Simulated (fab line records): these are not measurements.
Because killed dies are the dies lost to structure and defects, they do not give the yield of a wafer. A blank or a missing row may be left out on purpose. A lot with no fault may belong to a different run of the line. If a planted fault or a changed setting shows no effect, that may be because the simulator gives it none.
fab line records ; flow rit_cmos
record: lots: 14; wafers: 42; last_day: 7
route steps=202 shown ACTIVE@15 NSD@158 CONTACT@179 M1@193
lots with no fault: from the same line, run without faults
start_h: start of the lot's first displayed wafer, in hours after the record's first day ; wait_h: hours since the lot's step before ; " repeats the value in the row above ; L1.1+2: a single row standing in for several wafers ; - value missing, or start not given ; * or withheld: withheld ; < > ~ a bound
route shown NAME@n: names a module that has steps shown in the file, with the first one's number in the route ; usual: mean and standard deviation over wafers with no fault ; same: alike in all rows ; chamber/n: place in a boat ; sites: the reading at each site ; _std_site: the values' standard deviation ; _edge_site: inner sites' mean taken away from outer sites' mean ; radius_mm: how far each site lies from the wafer's centre ; mask NAME#n: copy n ; behind: tool/chamber where the wafer was last shaped ; hold: cause of the lot's hold/its duration in hours/its outcome ; device: transistor that didn't switch, given as n, p or np ; end of line: the route-end tests of the same wafers ; a step given without rows: its recipe and nothing more ; killed: at the first sort, the dies lost to defects and structure; wafer yield is something else ; map: a wafer's dies, x killed, . not, _ none there
set.NAME: the setting as run; set.NAME@STEP: as run at that earlier step ; model.NAME: the simulator's own value behind a step, which no gauge read
one table for each step of the route and one row for each wafer, over a sample of lots
services: a tool's chamber out of use, with start hour (start_h, from the record's first day; less than 0 if before it), hours out, and reason
== steps ==
step: RIT_ACTIVE_STRIP_14
recipe: chemistry: O2; time_s: 180; resist: NOVOLAK; platen_temp_c: withheld; power_w: 500; pressure_mtorr: 4000; o2_flow_sccm: 4000
usual: drypump_motor_current_A: 5.5/0.34
lot.wafer;tool;chamber;start_h;wait_h;drypump_motor_current_A;rf_hours_counter_h
L268.2;plasma_asher-04;0;14.84;0.1;5.6;22
L268.3;plasma_asher-04;0;14.84;0.1;5.7;-
L268.6;plasma_asher-04;0;14.84;0.1;5.7;-
L269.3;plasma_asher-03;0;20.79;0.1;5.0;-
L269.4;plasma_asher-03;1;20.79;0.1;5.8;-
L269.6;plasma_asher-03;1;20.79;0.1;5.8;-
L271.1;plasma_asher-02;0;30.62;0.1;6.0;38
L271.3;plasma_asher-02;0;30.62;0.1;6.0;-
L271.6;plasma_asher-02;0;30.62;0.1;6.0;-
L272.3;plasma_asher-03;0;34.90;0.1;5.0;-
L272.4;plasma_asher-03;1;34.90;0.1;5.8;-
L272.5;plasma_asher-03;1;34.90;0.1;5.8;-
L275.1;plasma_asher-04;1;49.97;0.1;5.3;26
L275.2;plasma_asher-04;0;49.97;0.1;5.7;26
L275.5;plasma_asher-04;0;49.97;0.1;5.7;-
L276.1;plasma_asher-03;0;54.97;0.1;5.0;41
L276.5;plasma_asher-03;0;54.97;0.1;5.0;-
L276.6;plasma_asher-03;1;54.97;0.1;5.8;-
L277.2;plasma_asher-03;1;61.09;0.1;5.8;42
L277.5;plasma_asher-03;1;61.09;0.1;5.8;-
L277.6;plasma_asher-03;0;61.09;0.1;5.0;-
L278.3;plasma_asher-03;0;65.03;0.1;5.0;-
L278.4;plasma_asher-03;1;65.03;0.1;5.8;-
L278.6;plasma_asher-03;1;65.03;0.1;5.8;-
L279.1;plasma_asher-02;0;70.57;0.1;6.0;42
L279.4;plasma_asher-02;0;70.57;0.1;6.0;-
L279.6;plasma_asher-02;0;70.57;0.1;6.0;-
L280.1;plasma_asher-03;1;74.97;0.1;5.8;43
L280.2;plasma_asher-03;0;74.97;0.1;4.9;43
L280.4;plasma_asher-03;1;74.97;0.1;5.8;-
L281.1;plasma_asher-03;1;80.11;0.1;5.8;44
L281.2;plasma_asher-03;0;80.11;0.1;5.0;44
L281.5;plasma_asher-03;0;80.11;0.1;5.0;-
L288.4;plasma_asher-03;0;114.90;0.1;5.0;-
L288.5;plasma_asher-03;0;114.90;0.1;5.0;-
L288.6;plasma_asher-03;1;114.90;0.1;5.8;-
L289.1;plasma_asher-03;0;119.84;0.1;4.9;48
L289.2;plasma_asher-03;1;119.84;0.1;5.8;48
L289.5;plasma_asher-03;0;119.84;0.1;5.0;-
L290.2;plasma_asher-02;1;124.90;0.1;5.7;48
L290.4;plasma_asher-02;1;124.90;0.1;5.7;-
L290.5;plasma_asher-02;0;124.90;0.1;6.0;-
step: RIT_SDANNEAL_RS_MEAS_05
recipe: thk_meas_gauge: four-point-probe
usual: NSD_RS: 84.47/0.25
lot.wafer;tool;chamber;start_h;wait_h;NSD_RS[ohm/sq]
L268.2;film_metro-02;-;49.84;0.1;84.69
L268.3;film_metro-02;-;49.84;0.1;85.14
L268.6;film_metro-02;-;49.84;0.1;84.98
L269.3;film_metro-01;-;54.15;0.1;84.77
L269.4;film_metro-01;-;54.15;0.1;85.01
L269.6;film_metro-01;-;54.15;0.1;84.65
L271.1;film_metro-01;-;65.40;0.1;84.56
L271.3;film_metro-01;-;65.40;0.1;84.23
L271.6;film_metro-01;-;65.40;0.1;84.55
L272.3;film_metro-04;-;74.12;0.1;84.94
L272.4;film_metro-04;-;74.12;0.1;84.56
L272.5;film_metro-04;-;74.12;0.1;84.93
L275.1;film_metro-01;-;87.93;0.1;83.97
L275.2;film_metro-01;-;87.93;0.1;84.12
L275.5;film_metro-01;-;87.93;0.1;83.80
L276.1;film_metro-04;-;91.11;0.1;84.17
L276.5;film_metro-04;-;91.11;0.1;84.21
L276.6;film_metro-04;-;91.11;0.1;84.49
L277.2;film_metro-01;-;95.27;0.1;84.32
L277.5;film_metro-01;-;95.27;0.1;84.61
L277.6;film_metro-01;-;95.27;0.1;84.28
L278.3;film_metro-04;-;99.21;0.1;84.43
L278.4;film_metro-04;-;99.21;0.1;84.58
L278.6;film_metro-04;-;99.21;0.1;84.50
L279.1;film_metro-01;-;105.84;0.1;84.43
L279.4;film_metro-01;-;105.84;0.1;84.42
L279.6;film_metro-01;-;105.84;0.1;84.62
L280.1;film_metro-04;-;108.44;0.1;84.48
L280.2;film_metro-04;-;108.44;0.1;84.45
L280.4;film_metro-04;-;108.44;0.1;84.42
L281.1;film_metro-04;-;116.80;0.1;84.73
L281.2;film_metro-04;-;116.80;0.1;84.86
L281.5;film_metro-04;-;116.80;0.1;84.58
L288.4;film_metro-02;-;151.70;0.1;84.38
L288.5;film_metro-02;-;151.70;0.1;84.34
L288.6;film_metro-02;-;151.70;0.1;84.50
L289.1;film_metro-04;-;160.97;0.1;84.24
L289.2;film_metro-04;-;160.97;0.1;84.72
L289.5;film_metro-04;-;160.97;0.1;84.38
L290.2;film_metro-01;-;162.60;0.1;84.32
L290.4;film_metro-01;-;162.60;0.1;84.18
L290.5;film_metro-01;-;162.60;0.1;84.05
step: RIT_CONTACT_ETCH_11
recipe: target_depth_a: 4800; over_etch_frac: 0.2; stop_on: TiSi2; chemistry: CHF3/CF4/Ar; target: SiO2; CHF3_flow_sccm: 50; cf4_flow_sccm: 10; Ar_flow_sccm: 100; O2_flow_sccm: 5; pressure_mtorr: 100; rf_w: 200; time_s: 320
usual: CHF3_flow_sccm: 50.01/0.16; drypump_motor_current_A: 5.8/0.56; mfc_ar_sccm: 100.0/0.31; oes_product_au: 0.991/0.014; throttle_valve_pct: 8.80/0.1
lot.wafer;tool;chamber;start_h;wait_h;CHF3_flow_sccm;drypump_motor_current_A;mfc_ar_sccm;oes_product_au;rf_hours_counter_h;throttle_valve_pct
L268.2;rie_diel-03;0;52.31;0.1;49.80;5.5;99.9;0.998;65;8.80
L268.3;rie_diel-03;3;52.31;0.1;49.82;6.6;100.0;0.975;108;8.72
L268.6;rie_diel-03;1;52.31;0.1;49.85;5.3;99.6;0.965;-;8.91
L269.3;rie_diel-02;1;56.50;0.1;50.10;5.7;99.6;1.004;25;8.66
L269.4;rie_diel-02;3;56.50;0.1;49.89;6.2;100.1;0.989;106;8.90
L269.6;rie_diel-02;0;56.50;0.1;50.06;5.3;100.0;0.985;-;8.82
L271.1;rie_diel-02;0;67.79;0.1;49.95;5.4;99.4;0.986;8;8.82
L271.3;rie_diel-02;3;67.79;0.1;49.81;6.2;100.5;0.994;106;8.89
L271.6;rie_diel-02;2;67.79;0.1;49.88;5.4;100.1;1.014;-;8.96
L272.3;rie_diel-01;2;76.34;0.1;50.30;6.4;99.9;0.984;6;8.86
L272.4;rie_diel-01;3;76.34;0.1;50.18;4.8;99.8;0.986;81;8.64
L272.5;rie_diel-01;3;76.34;0.1;49.93;4.8;100.0;0.983;-;8.63
L275.1;rie_diel-02;3;90.32;0.1;50.00;6.2;100.4;0.981;106;8.89
L275.2;rie_diel-02;0;90.32;0.1;50.08;5.4;100.1;0.982;9;8.83
L275.5;rie_diel-02;3;90.32;0.1;50.08;6.2;99.7;0.989;-;8.88
L276.1;rie_diel-01;1;93.54;0.1;49.85;6.3;100.2;0.977;71;8.81
L276.5;rie_diel-01;0;93.54;0.1;49.99;6.4;99.8;0.999;-;8.74
L276.6;rie_diel-01;3;93.54;0.1;49.98;4.8;100.0;0.991;-;8.64
L277.2;rie_diel-01;0;97.67;0.1;49.99;6.4;100.0;0.991;6;8.73
L277.5;rie_diel-01;2;97.67;0.1;49.86;6.4;99.2;0.998;-;8.84
L277.6;rie_diel-01;3;97.67;0.1;50.10;4.8;99.9;0.998;-;8.62
L278.3;rie_diel-03;3;101.46;0.1;50.04;6.6;100.7;0.985;108;8.72
L278.4;rie_diel-03;1;101.46;0.1;49.85;5.3;100.0;0.961;69;8.92
L278.6;rie_diel-03;1;101.46;0.1;49.95;5.3;100.2;0.963;-;8.91
L279.1;rie_diel-03;0;108.10;0.1;50.00;5.5;99.7;0.998;66;8.82
L279.4;rie_diel-03;3;108.10;0.1;50.08;6.6;100.2;0.989;108;8.73
L279.6;rie_diel-03;1;108.10;0.1;50.05;5.2;100.6;0.953;-;8.90
L280.1;rie_diel-02;1;110.91;0.1;50.23;5.8;100.1;1.003;26;8.64
L280.2;rie_diel-02;2;110.91;0.1;50.10;5.4;99.7;1.021;7;8.94
L280.4;rie_diel-02;0;110.91;0.1;50.23;5.4;100.3;0.990;9;8.81
L281.1;rie_diel-01;1;119.19;0.1;50.19;6.3;100.0;0.986;71;8.82
L281.2;rie_diel-01;2;119.19;0.1;49.93;6.3;100.0;0.988;7;8.85
L281.5;rie_diel-01;1;119.19;0.1;50.26;6.3;100.4;0.977;-;8.81
L288.4;rie_diel-01;3;153.94;0.1;49.80;4.8;99.5;0.997;82;8.62
L288.5;rie_diel-01;3;153.94;0.1;49.84;4.8;99.7;0.993;-;8.64
L288.6;rie_diel-01;2;153.94;0.1;49.64;6.4;100.1;0.988;-;8.85
L289.1;rie_diel-02;2;163.27;0.1;50.11;5.4;100.5;1.019;8;8.92
L289.2;rie_diel-02;1;163.27;0.1;50.27;5.8;99.8;1.004;28;8.66
L289.5;rie_diel-02;2;163.27;0.1;50.11;5.4;100.4;1.024;-;8.95
L290.2;rie_diel-01;1;165.06;0.1;49.86;6.3;99.9;0.976;72;8.83
L290.4;rie_diel-01;3;165.06;0.1;49.91;4.8;100.3;0.980;83;8.65
L290.5;rie_diel-01;1;165.06;0.1;49.91;6.3;99.7;0.975;-;8.82
step: RIT_M1_CD_MEAS_09
recipe: target_cd_nm: 2600
usual: cd_nm: 2600.2/2.4
lot.wafer;tool;chamber;start_h;wait_h;cd_nm
L268.2;cd_sem-02;-;54.52;-;2598.7
L268.3;cd_sem-02;-;54.52;-;2596.6
L268.6;cd_sem-02;-;54.52;-;2597.8
L269.3;cd_sem-02;-;58.73;-;2603.7
L269.4;cd_sem-02;-;58.73;-;2601.6
L269.6;cd_sem-02;-;58.73;-;2600.7
L271.1;cd_sem-01;-;70.00;-;2600.5
L271.3;cd_sem-01;-;70.00;-;2600.2
L271.6;cd_sem-01;-;70.00;-;2602.2
L272.3;cd_sem-01;-;78.76;-;2597.9
L272.4;cd_sem-01;-;78.76;-;2596.2
L272.5;cd_sem-01;-;78.76;-;2597.2
L275.1;cd_sem-01;-;92.51;-;2603.3
L275.2;cd_sem-01;-;92.51;-;2603.3
L275.5;cd_sem-01;-;92.51;-;2602.7
L276.1;cd_sem-01;-;95.86;-;2600.0
L276.5;cd_sem-01;-;95.86;-;2598.0
L276.6;cd_sem-01;-;95.86;-;2600.7
L277.2;cd_sem-02;-;100.15;-;2600.9
L277.5;cd_sem-02;-;100.15;-;2601.0
L277.6;cd_sem-02;-;100.15;-;2600.8
L278.3;cd_sem-02;-;103.71;-;2600.8
L278.4;cd_sem-02;-;103.71;-;2599.1
L278.6;cd_sem-02;-;103.71;-;2600.6
L279.1;cd_sem-02;-;110.43;-;2598.6
L279.4;cd_sem-02;-;110.43;-;2602.0
L279.6;cd_sem-02;-;110.43;-;2601.9
L280.1;cd_sem-02;-;113.12;-;2605.4
L280.2;cd_sem-02;-;113.12;-;2602.5
L280.4;cd_sem-02;-;113.12;-;2606.2
L281.1;cd_sem-01;-;121.51;-;2601.0
L281.2;cd_sem-01;-;121.51;-;2601.1
L281.5;cd_sem-01;-;121.51;-;2600.1
L288.4;cd_sem-02;-;156.23;-;2603.3
L288.5;cd_sem-02;-;156.23;-;2602.5
L288.6;cd_sem-02;-;156.23;-;2602.4
L289.1;cd_sem-02;-;165.60;-;2599.4
L289.2;cd_sem-02;-;165.60;-;2600.5
L289.5;cd_sem-02;-;165.60;-;2599.9
L290.2;cd_sem-01;-;167.60;-;2595.0
L290.4;cd_sem-01;-;167.60;-;2596.6
L290.5;cd_sem-01;-;167.60;-;2594.9
step: RIT_M1_PROBE_99
usual: killed_at_contacts: 0.1/0.34; killed_at_front_end: 7/3; killed_dies: 7/3.1; killed_on_rim: 1.7/1.3; killed_open: 3.4/1.9; killed_short: 3.4/2.1
same: gross_dies: 264; killed_at_M0_to_M3: 0; killed_at_M4_up: 0; killed_at_back_side: 0; killed_at_other: 0
lot.wafer;tool;chamber;start_h;wait_h;hold;killed_at_contacts;killed_at_front_end;killed_dies;killed_on_rim;killed_open;killed_short
L268.2;prober-02;-;57.23;0.1;-;0;5;5;0;3;2
L268.3;prober-02;-;57.28;0.2;-;0;2;2;0;1;1
L268.6;prober-02;-;57.43;0.2;-;0;3;3;1;2;1
L269.3;prober-01;-;61.46;0.2;-;0;14;14;1;7;7
L269.4;prober-01;-;61.51;0.2;-;0;5;5;3;3;2
L269.6;prober-01;-;61.61;0.2;-;0;7;7;3;4;3
L271.1;prober-01;-;73.67;0.1;-;0;6;6;1;2;4
L271.3;prober-01;-;73.77;0.2;-;0;4;4;2;2;2
L271.6;prober-01;-;73.92;0.2;-;0;7;7;2;5;2
L272.3;prober-02;-;81.48;0.2;-;0;9;9;2;5;4
L272.4;prober-02;-;81.53;0.2;-;0;8;8;3;4;4
L272.5;prober-02;-;81.58;0.2;-;0;10;10;3;6;4
L275.1;prober-01;-;95.19;0.1;-;0;3;3;0;3;0
L275.2;prober-01;-;95.24;0.1;-;0;9;9;2;4;5
L275.5;prober-01;-;95.39;0.2;-;0;5;5;3;2;3
L276.1;prober-02;-;98.60;0.1;-;0;8;8;2;4;4
L276.5;prober-02;-;98.80;0.2;-;0;9;9;3;7;2
L276.6;prober-02;-;98.85;0.2;-;2;15;17;3;9;8
L277.2;prober-01;-;102.94;0.1;-;0;7;7;3;2;5
L277.5;prober-01;-;103.09;0.2;-;1;9;10;2;3;7
L277.6;prober-01;-;103.14;0.2;-;0;11;11;2;3;8
L278.3;prober-02;-;106.42;0.2;-;0;7;7;3;3;4
L278.4;prober-02;-;106.47;0.2;-;0;7;7;4;5;2
L278.6;prober-02;-;106.57;0.2;-;0;2;2;0;1;1
L279.1;prober-01;-;113.14;0.1;-;0;4;4;1;0;2
L279.4;prober-01;-;113.29;0.2;-;0;9;9;3;4;4
L279.6;prober-01;-;113.39;0.2;-;0;10;10;2;4;5
L280.1;prober-02;-;116.79;0.1;-;0;4;4;2;2;2
L280.2;prober-02;-;116.84;0.1;-;0;8;8;3;4;4
L280.4;prober-02;-;116.94;0.2;-;0;6;6;1;3;3
L281.1;prober-01;-;126.11;0.1;-;0;4;4;1;2;2
L281.2;prober-01;-;126.16;0.1;-;0;2;2;0;1;1
L281.5;prober-01;-;126.31;0.2;-;0;4;4;2;2;2
L288.4;prober-01;-;158.98;0.2;await_dispo/1.1h/release;0;5;5;1;5;0
L288.5;prober-01;-;159.03;0.2;await_dispo/1.1h/release;0;4;4;1;3;1
L288.6;prober-01;-;159.08;0.2;await_dispo/1.1h/release;0;28;28;6;4;1
L289.1;prober-02;-;168.29;0.1;await_dispo/4.8h/release;1;9;10;2;6;4
L289.2;prober-02;-;168.34;0.1;await_dispo/4.8h/release;0;28;28;4;1;1
L289.5;prober-02;-;168.49;0.2;await_dispo/4.8h/release;0;6;6;2;2;4
L290.2;prober-01;-;171.03;0.1;-;1;7;8;1;4;4
L290.4;prober-01;-;171.13;0.2;-;0;8;8;4;6;2
L290.5;prober-01;-;171.18;0.2;-;0;16;16;4;10;6
killed by level:class
L268.2 FOX1:geometric_particle:short=1 FOX1:geometric_particle:open=1 GATE:geometric_particle:open=1 GATE:geometric_particle:short=1 SPACER:geometric_particle:open=1
L268.3 FOX2:geometric_particle:open=1 GATE:geometric_particle:short=1
L268.6 GATE:geometric_particle:open=1 SPACER:geometric_particle:short=1 SILICIDE:geometric_particle:open=1
L269.3 FOX1:geometric_particle:short=4 FOX1:geometric_particle:open=3 GATE:geometric_particle:open=3 GATE:geometric_particle:short=3 SPACER:geometric_particle:open=1
L269.4 GATE:geometric_particle:open=2 REOX:geometric_particle:short=1 SPACER:geometric_particle:open=1 SILICIDE:geometric_particle:short=1
L269.6 GATE:geometric_particle:short=2 SPACER:geometric_particle:open=2 FOX1:geometric_particle:open=1 GATE:geometric_particle:open=1 SILICIDE:geometric_particle:short=1
L271.1 GATE:geometric_particle:short=2 REOX:geometric_particle:short=2 GATE:geometric_particle:open=1 SPACER:geometric_particle:open=1
L271.3 REOX:geometric_particle:open=2 FOX1:geometric_particle:short=1 REOX:geometric_particle:short=1
L271.6 GATE:geometric_particle:open=2 FOX1:geometric_particle:open=1 FOX2:geometric_particle:short=1 FOX2:geometric_particle:open=1 GATE:geometric_particle:short=1 SPACER:geometric_particle:open=1
L272.3 GATE:geometric_particle:short=2 GATE:geometric_particle:open=2 SILICIDE:geometric_particle:open=2 FOX1:geometric_particle:short=1 FOX1:geometric_particle:open=1 FOX2:geometric_particle:short=1
L272.4 FOX1:geometric_particle:short=2 FOX1:geometric_particle:open=2 FOX2:geometric_particle:short=2 GATE:geometric_particle:open=2
L272.5 FOX2:geometric_particle:open=3 FOX2:geometric_particle:short=2 FOX1:geometric_particle:short=1 FOX1:geometric_particle:open=1 GATE:geometric_particle:open=1 REOX:geometric_particle:short=1 SILICIDE:geometric_particle:open=1
L275.1 GATE:geometric_particle:open=2 SPACER:geometric_particle:open=1
L275.2 GATE:geometric_particle:short=2 FOX1:geometric_particle:open=1 FOX1:geometric_particle:short=1 FOX2:geometric_particle:open=1 GATE:geometric_particle:open=1 REOX:geometric_particle:short=1 SILICIDE:geometric_particle:short=1 SILICIDE:geometric_particle:open=1
L275.5 ACTIVE:geometric_particle:short=1 FOX1:geometric_particle:short=1 GATE:geometric_particle:short=1 GATE:geometric_particle:open=1 REOX:geometric_particle:open=1
L276.1 GATE:geometric_particle:short=3 GATE:geometric_particle:open=1 REOX:geometric_particle:short=1 REOX:geometric_particle:open=1 SPACER:geometric_particle:open=1 SILICIDE:geometric_particle:open=1
L276.5 GATE:geometric_particle:open=3 GATE:geometric_particle:short=2 FOX2:geometric_particle:open=1 REOX:geometric_particle:open=1 SPACER:geometric_particle:open=1 SILICIDE:geometric_particle:open=1
L276.6 GATE:geometric_particle:open=5 GATE:geometric_particle:short=3 SILICIDE:geometric_particle:short=2 FOX1:geometric_particle:open=1 FOX2:geometric_particle:short=1 SPACER:geometric_particle:short=1 SPACER:geometric_particle:open=1 SILICIDE:geometric_particle:open=1
L277.2 GATE:geometric_particle:short=2 GATE:geometric_particle:open=2 SPACER:geometric_particle:short=2 FOX1:geometric_particle:short=1
L277.5 REOX:geometric_particle:short=3 FOX1:geometric_particle:short=1 FOX2:geometric_particle:short=1 GATE:geometric_particle:open=1 GATE:geometric_particle:short=1 SILICIDE:geometric_particle:open=1 SILICIDE:geometric_particle:short=1 CONTACT:geometric_particle:open=1
L277.6 GATE:geometric_particle:short=4 SILICIDE:geometric_particle:short=2 FOX1:geometric_particle:short=1 FOX1:geometric_particle:open=1 GATE:geometric_particle:open=1 REOX:geometric_particle:open=1 REOX:geometric_particle:short=1
L278.3 GATE:geometric_particle:short=2 REOX:geometric_particle:open=2 FOX1:geometric_particle:short=1 GATE:geometric_particle:open=1 SILICIDE:geometric_particle:short=1
L278.4 FOX1:geometric_particle:open=4 FOX1:geometric_particle:short=1 GATE:geometric_particle:open=1 GATE:geometric_particle:short=1
L278.6 FOX1:geometric_particle:open=1 GATE:geometric_particle:short=1
L279.1 FOX1:geometric_particle:short=2 NLDD:coat_microbubble_printed=1 PSD:coat_microbubble_printed=1
L279.4 FOX1:geometric_particle:short=2 SILICIDE:geometric_particle:open=2 FOX1:geometric_particle:open=1 GATE:geometric_particle:open=1 GATE:geometric_particle:short=1 REOX:geometric_particle:short=1 NSD:coat_microbubble_printed=1
L279.6 GATE:geometric_particle:short=3 FOX1:geometric_particle:short=2 FOX1:geometric_particle:open=1 FOX2:geometric_particle:open=1 GATE:geometric_particle:open=1 SPACER:geometric_particle:open=1 NSD:coat_microbubble_printed=1
L280.1 FOX1:geometric_particle:open=1 FOX1:geometric_particle:short=1 FOX2:geometric_particle:open=1 GATE:geometric_particle:short=1
L280.2 FOX1:geometric_particle:short=2 GATE:geometric_particle:open=2 GATE:geometric_particle:short=2 FOX1:geometric_particle:open=1 SPACER:geometric_particle:open=1
L280.4 FOX2:geometric_particle:short=1 GATE:geometric_particle:open=1 GATE:geometric_particle:short=1 REOX:geometric_particle:open=1 SILICIDE:geometric_particle:short=1 SILICIDE:geometric_particle:open=1
L281.1 GATE:geometric_particle:open=2 GATE:geometric_particle:short=2
L281.2 FOX1:geometric_particle:open=1 GATE:geometric_particle:short=1
L281.5 FOX1:geometric_particle:open=1 GATE:geometric_particle:short=1 SILICIDE:geometric_particle:short=1 SILICIDE:geometric_particle:open=1
L288.4 GATE:geometric_particle:open=3 FOX2:geometric_particle:open=1 REOX:geometric_particle:open=1
L288.5 GATE:geometric_particle:open=2 FOX1:geometric_particle:open=1 GATE:geometric_particle:short=1
L288.6 ACTIVE:unspecified=23 GATE:geometric_particle:open=3 SPACER:geometric_particle:open=1 SILICIDE:geometric_particle:short=1
L289.1 SPACER:geometric_particle:open=2 FOX1:geometric_particle:open=1 FOX2:geometric_particle:short=1 GATE:geometric_particle:open=1 GATE:geometric_particle:short=1 SPACER:geometric_particle:short=1 SILICIDE:geometric_particle:short=1 SILICIDE:geometric_particle:open=1
L289.2 ACTIVE:unspecified=26 SPACER:geometric_particle:short=1 SILICIDE:geometric_particle:open=1
L289.5 SPACER:geometric_particle:short=2 SPACER:geometric_particle:open=2 GATE:geometric_particle:short=1 SILICIDE:geometric_particle:short=1
L290.2 FOX1:geometric_particle:short=2 GATE:geometric_particle:short=2 SILICIDE:geometric_particle:open=2 GATE:geometric_particle:open=1 CONTACT:geometric_particle:open=1
L290.4 GATE:geometric_particle:open=6 GATE:geometric_particle:short=1 SILICIDE:geometric_particle:short=1
L290.5 GATE:geometric_particle:open=8 GATE:geometric_particle:short=4 REOX:geometric_particle:short=2 REOX:geometric_particle:open=1 SILICIDE:geometric_particle:open=1
== services ==
tool;chamber;start_h;hours;kind
rie_diel-01;-;-2.55;14.6;pm
rie_diel-01;2;12.85;1.7;repair
rie_diel-02;0;30.03;6.2;repair
plasma_asher-02;-;30.99;2.8;pm
rie_diel-03;0;38.68;1.7;repair
rie_diel-02;-;44.53;2.8;pm
plasma_asher-04;-;130.92;14.6;repair
rie_diel-01;2;138.51;1.3;repair
rie_diel-03;0;142.89;2.0;repair
== key ==
first_sign: step: RIT_M1_PROBE_99; reading: killed_at_front_end; direction: up; sigmas: 7; usual: 7; struck: 28
effect: step: RIT_M1_PROBE_99; reading: killed_dies; direction: up; sigmas: 6.7; usual: 7; struck: 28
met_at RIT_ACTIVE_STRIP_14
struck_lots L288,L289
struck_wafers L288.6,L289.2
tester_left_out L288,L289
not_acting_at RIT_SDANNEAL_RS_MEAS_05,RIT_CONTACT_ETCH_11,RIT_M1_CD_MEAS_09
onset_between 80.11 114.90
fault: kind: chamber_particle_source; tool: plasma_asher-03; chamber: 1; onset_h: 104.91; steps: RIT_ACTIVE_STRIP_14; rate_per_visit_cm2: 0.66138; end_h: 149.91
tester_left_out: of these lots the tester's yield and bins aren't shown, on N5 and GAA mostly nor the transistor test; their killed dies are dies lost to structure and defects alone, not to doping, threshold or leakage, so they don't give the yield
